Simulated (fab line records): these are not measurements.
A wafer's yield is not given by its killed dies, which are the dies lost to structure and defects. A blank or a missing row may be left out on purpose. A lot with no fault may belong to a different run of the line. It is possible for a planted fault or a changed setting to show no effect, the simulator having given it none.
Struck lot and sound lot, side by side    flow rit-cmos    16 steps out of a route of 202
Sound: wafers L351.2, L351.4, L351.5. Wafers L355.1, L355.2, L355.5 were the ones struck. The cause is given at the end.
Each step with rows lists, per side, the tool, then ch with its chambers, then its first start. Under that, the readings that differ: sound wafers    struck wafers    difference of the means    sigmas: that difference in standard deviations of wafers without a fault.
alike: words and numbers the same on both sides, and readings whose means are apart by under 2 such deviations; not compared: readings that were withheld, readings missing a value for some wafer, numbers with overlapping values and no deviation given by the record, and bounds like >300 which may hide the same value.
Wherever a step has rows on one side only, a row that says differs or no value, or a row with sigmas, the two part there. When numbers do not overlap yet have no deviation, they are printed without sigmas and do not part them. Lack of a reading on every wafer of one side parts them only where that side has two or more wafers.

first, 4 steps without rows for these wafers: RIT_PLDD_SOFTBAKE_02 (time 60 s); RIT_PLDD_EXPOSE_03 (exposes mask M8, target cd 40900 nm); RIT_PLDD_PEB_04; RIT_PLDD_DEVELOP_05 (develop time 50 s).
RIT_PLDD_OVL_MEAS_06:
  struck on overlay-02, day 5 04:07; sound on overlay-02, day 4 12:32
  alike: PLDD_OVL
then, 2 steps without rows for these wafers: RIT_PLDD_HARDBAKE_07 (time 60 s); RIT_PLDD_IMPLANT_08.
RIT_PLDD_STRIP_09: strips in O2, time 180 s.
  sound on plasma-asher-03 ch 0,1, day 4 12:53; struck on plasma-asher-03 ch 0,1, day 5 04:26
  alike: drypump-motor-current-A, rf-refl-power-W
  not compared: rf-hours-counter-h
RIT_PLDD_TW_MEAS_10:
  struck on film-metro-04, day 5 04:39; sound on film-metro-02, day 4 13:04
reading  sound           struck          difference  sigmas
PLDD_TW  2326 2323 2329  2389 2394 2396  +67         +2
then, 3 steps without rows for these wafers: RIT_SPACER_CLEAN_00 (cleans in SC1, time 600 s); RIT_SPACER_CLEAN_01 (cleans in dHF, time 30 s); RIT_SPACER_CLEAN_02 (cleans in SC2, time 600 s).
RIT_SPACER_CVD_03: deposits Si3N4 from SiH2Cl2/NH3, target thk 250 nm, time 3300 s.
  sound on lpcvd-02 ch 1, day 4 13:29; struck on lpcvd-01 ch 1, day 5 05:04
reading                                   sound              struck           difference  sigmas
model.Si3N4_of_SPACER_CVD_03.thk-nm (nm)  253.5 251.3 251.9  402.9 405 406.2  +152.5      
RIT_SPACER_THK_MEAS_04:
  struck on film-metro-01, day 5 06:59; sound on film-metro-02, day 4 15:24
reading                  sound              struck             difference  sigmas
SPACER_NITRIDE_THK (nm)  253.4 251.5 251.9  402.9 404.6 405.9  +152.2      +54
RIT_SPACER_ETCHBACK_05: etches Si3N4 in SF6/CHF3, stops on SiO2, target depth 250 nm, time 240 s.
  sound on rie-diel-04 ch 1,2, day 4 15:27; struck on rie-diel-01 ch 1,2, day 5 07:03
reading                                   sound              struck             difference  sigmas
oes-product-au (a.u.)                     0.853 0.836 0.846  1.022 0.999 1.025  +0.170      +14
model.Si3N4_of_SPACER_CVD_03.thk-nm (nm)  200 196.9 197.3    313.3 319.4 315.9  +118.1      
model.etch.depth-nm (nm)                  253.5 251.3 251.9  321.4 305.7 321.3  +63.9       
  alike: drypump-motor-current-A, throttle-valve-pct
  not compared: rf-hours-counter-h
RIT_M1_PROBE_99:
  only the struck wafers here have rows in the record (prober-01, day 5 18:22); the sound ones have none

WHERE THEY PART
Earliest at RIT_PLDD_TW_MEAS_10; latest, in this record, at RIT_M1_PROBE_99.

WHY: what had been put in by the simulator
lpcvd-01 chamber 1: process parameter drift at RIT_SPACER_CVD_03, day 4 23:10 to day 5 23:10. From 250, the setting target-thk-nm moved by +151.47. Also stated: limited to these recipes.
